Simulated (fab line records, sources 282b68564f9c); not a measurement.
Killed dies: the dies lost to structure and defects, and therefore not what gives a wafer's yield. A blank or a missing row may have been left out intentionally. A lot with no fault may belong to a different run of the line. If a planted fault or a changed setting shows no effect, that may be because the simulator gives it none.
fab line records / flow ritCmos
[record] lots = 10 wafers = 30 lastDay = 7
route steps=202 shown NSD@133 M1@202
lots untouched by any fault: they come from a run of this same line in which no faults occurred
startH: hours from the record's first day to the start of the lot's first wafer shown / waitH: how many hours have passed since the lot's step before this one / " repeats the value in the row above / L1.1+2: several wafers, shown together as one row / - value missing, or start not given / * or withheld: withheld / < > ~ a bound
route shown NAME@n: a module of which the file shows steps, and the number in the route of the first / usual: mean/standard deviation of fault-free wafers / same: alike in all rows / chamber/n: place in a boat / sites: per-site readings / _std_site: their standard deviation / _edge_site: outer sites' mean less inner sites' / radiusMm: for every site, how far away it sits from the centre of the wafer / mask NAME#n: copy n / behind: the tool/chamber that last shaped the wafer / hold: what put the lot on hold/how long, in hours/how the hold closed / device: the n, p or np transistor that did not switch / end of line: tests run on the same wafers once the route is complete / for a step that has no rows: nothing shown but its recipe / killed: dies lost to structure and defects at the first sort, not the wafer's yield / map: shows each die of a wafer: x if killed, . if not, _ if none is there
set.NAME: the setting that was run; set.NAME@STEP: the one run at that earlier step / model.NAME: the simulator's own value behind a step, which no gauge read
route steps across a sampled set of lots; one table per step, one row per wafer
[[steps]]
[step RIT_NSD_SOFTBAKE_02]
[recipe] resist = NOVOLAK tempC = 90 timeS = 60
[usual] heaterPowerTotalW = 34.56/0.05 plateTempC = 90.00/0.13
lot.wafer=L755.2 tool=lithoTrack-04 chamber=0 startH=49.34 waitH=0.1 heaterPowerTotalW=34.52 plateTempC=90.13
lot.wafer=L755.3 tool=lithoTrack-04 chamber=0 startH=49.34 waitH=0.1 heaterPowerTotalW=34.57 plateTempC=89.89
lot.wafer=L755.5 tool=lithoTrack-04 chamber=0 startH=49.34 waitH=0.1 heaterPowerTotalW=34.55 plateTempC=89.92
lot.wafer=L756.4 tool=lithoTrack-01 chamber=0 startH=55.95 waitH=0.1 heaterPowerTotalW=34.62 plateTempC=89.83
lot.wafer=L756.5 tool=lithoTrack-01 chamber=0 startH=55.95 waitH=0.1 heaterPowerTotalW=34.57 plateTempC=89.93
lot.wafer=L756.6 tool=lithoTrack-01 chamber=0 startH=55.95 waitH=0.1 heaterPowerTotalW=34.58 plateTempC=89.96
lot.wafer=L765.1 tool=lithoTrack-01 chamber=0 startH=97.79 waitH=0.1 heaterPowerTotalW=27.81 plateTempC=77.53
lot.wafer=L765.3 tool=lithoTrack-01 chamber=0 startH=97.79 waitH=0.1 heaterPowerTotalW=27.87 plateTempC=77.47
lot.wafer=L765.4 tool=lithoTrack-01 chamber=0 startH=97.79 waitH=0.1 heaterPowerTotalW=27.82 plateTempC=77.31
lot.wafer=L766.1 tool=lithoTrack-01 chamber=0 startH=101.98 waitH=0.1 heaterPowerTotalW=27.85 plateTempC=77.46
lot.wafer=L766.4 tool=lithoTrack-01 chamber=0 startH=101.98 waitH=0.1 heaterPowerTotalW=27.84 plateTempC=77.23
lot.wafer=L766.5 tool=lithoTrack-01 chamber=0 startH=101.98 waitH=0.1 heaterPowerTotalW=27.81 plateTempC=77.36
lot.wafer=L767.1 tool=lithoTrack-04 chamber=0 startH=108.61 waitH=0.1 heaterPowerTotalW=34.61 plateTempC=90.01
lot.wafer=L767.3 tool=lithoTrack-04 chamber=0 startH=108.61 waitH=0.1 heaterPowerTotalW=34.51 plateTempC=90.03
lot.wafer=L767.6 tool=lithoTrack-04 chamber=0 startH=108.61 waitH=0.1 heaterPowerTotalW=34.52 plateTempC=89.92
lot.wafer=L768.1 tool=lithoTrack-04 chamber=0 startH=111.69 waitH=0.1 heaterPowerTotalW=34.53 plateTempC=90.26
lot.wafer=L768.3 tool=lithoTrack-04 chamber=0 startH=111.69 waitH=0.1 heaterPowerTotalW=34.57 plateTempC=90.20
lot.wafer=L768.6 tool=lithoTrack-04 chamber=0 startH=111.69 waitH=0.1 heaterPowerTotalW=34.53 plateTempC=90.05
lot.wafer=L772.1 tool=lithoTrack-02 chamber=0 startH=132.14 waitH=0.1 heaterPowerTotalW=34.54 plateTempC=90.22
lot.wafer=L772.5 tool=lithoTrack-02 chamber=0 startH=132.14 waitH=0.1 heaterPowerTotalW=34.61 plateTempC=90.15
lot.wafer=L772.6 tool=lithoTrack-02 chamber=0 startH=132.14 waitH=0.1 heaterPowerTotalW=34.69 plateTempC=90.22
lot.wafer=L774.2 tool=lithoTrack-02 chamber=0 startH=144.13 waitH=0.1 heaterPowerTotalW=34.61 plateTempC=90.06
lot.wafer=L774.3 tool=lithoTrack-02 chamber=0 startH=144.13 waitH=0.1 heaterPowerTotalW=34.58 plateTempC=89.83
lot.wafer=L774.6 tool=lithoTrack-02 chamber=0 startH=144.13 waitH=0.1 heaterPowerTotalW=34.58 plateTempC=89.82
lot.wafer=L775.2 tool=lithoTrack-04 chamber=0 startH=147.80 waitH=0.1 heaterPowerTotalW=34.48 plateTempC=90.01
lot.wafer=L775.4 tool=lithoTrack-04 chamber=0 startH=147.80 waitH=0.1 heaterPowerTotalW=34.54 plateTempC=90.10
lot.wafer=L775.5 tool=lithoTrack-04 chamber=0 startH=147.80 waitH=0.1 heaterPowerTotalW=34.63 plateTempC=89.92
lot.wafer=L776.1 tool=lithoTrack-04 chamber=0 startH=153.17 waitH=0.1 heaterPowerTotalW=34.59 plateTempC=89.91
lot.wafer=L776.2 tool=lithoTrack-04 chamber=0 startH=153.17 waitH=0.1 heaterPowerTotalW=34.60 plateTempC=89.68
lot.wafer=L776.4 tool=lithoTrack-04 chamber=0 startH=153.17 waitH=0.1 heaterPowerTotalW=34.53 plateTempC=89.89
[step RIT_M1_PROBE_99]
[usual] killedAtContacts = 0.0/0.22 killedAtFrontEnd = 7/3.1 killedDies = 7/3.1 killedOpen = 3.5/2.2 killedShort = 3.3/1.9
[same] grossDies = 264 killed_at_M0_to_M3 = 0 killed_at_M4_up = 0 killedAtBackSide = 0 killedAtOther = 0
lot.wafer=L768.1 tool=prober-02 chamber=- startH=122.35 waitH=0.1 killedAtContacts=0 killedAtFrontEnd=6 killedDies=6 killedOpen=4 killedShort=2
lot.wafer=L768.3 tool=prober-02 chamber=- startH=122.45 waitH=0.2 killedAtContacts=0 killedAtFrontEnd=3 killedDies=3 killedOpen=1 killedShort=2
lot.wafer=L768.6 tool=prober-02 chamber=- startH=122.60 waitH=0.2 killedAtContacts=0 killedAtFrontEnd=7 killedDies=7 killedOpen=4 killedShort=3
// killed by level:class
L768.1 SPACER:geometricParticle:open=2 FOX1:geometricParticle:short=1 GATE:geometricParticle:short=1 GATE:geometricParticle:open=1 SILICIDE:geometricParticle:open=1
L768.3 FOX1:geometricParticle:short=1 REOX:geometricParticle:short=1 REOX:geometricParticle:open=1
L768.6 GATE:geometricParticle:open=3 GATE:geometricParticle:short=2 FOX1:geometricParticle:short=1 SILICIDE:geometricParticle:open=1
[[key]]
[firstSign] step = RIT_NSD_SOFTBAKE_02 reading = heaterPowerTotalW direction = down sigmas = 99+ usual = 34.56 struck = 27.83
[effect] step = RIT_NSD_SOFTBAKE_02 reading = plateTempC direction = down sigmas = 96 usual = * struck = *
metAt RIT_NSD_SOFTBAKE_02
struckLots L765,L766
testerLeftOut L765,L766
onsetBetween 55.95 97.79
[fault] kind = processParameterDrift tool = lithoTrack-01 chamber = - onsetH = 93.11 steps = RIT_NSD_SOFTBAKE_02 channel = tempC offset = * shape = step endH = 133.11 actsIn = * stated = *
// testerLeftOut: of these lots the tester's yield and bins aren't shown, on N5 and GAA mostly nor the transistor test; their killed dies are dies lost to structure and defects alone, not to doping, threshold or leakage, so they don't give the yield
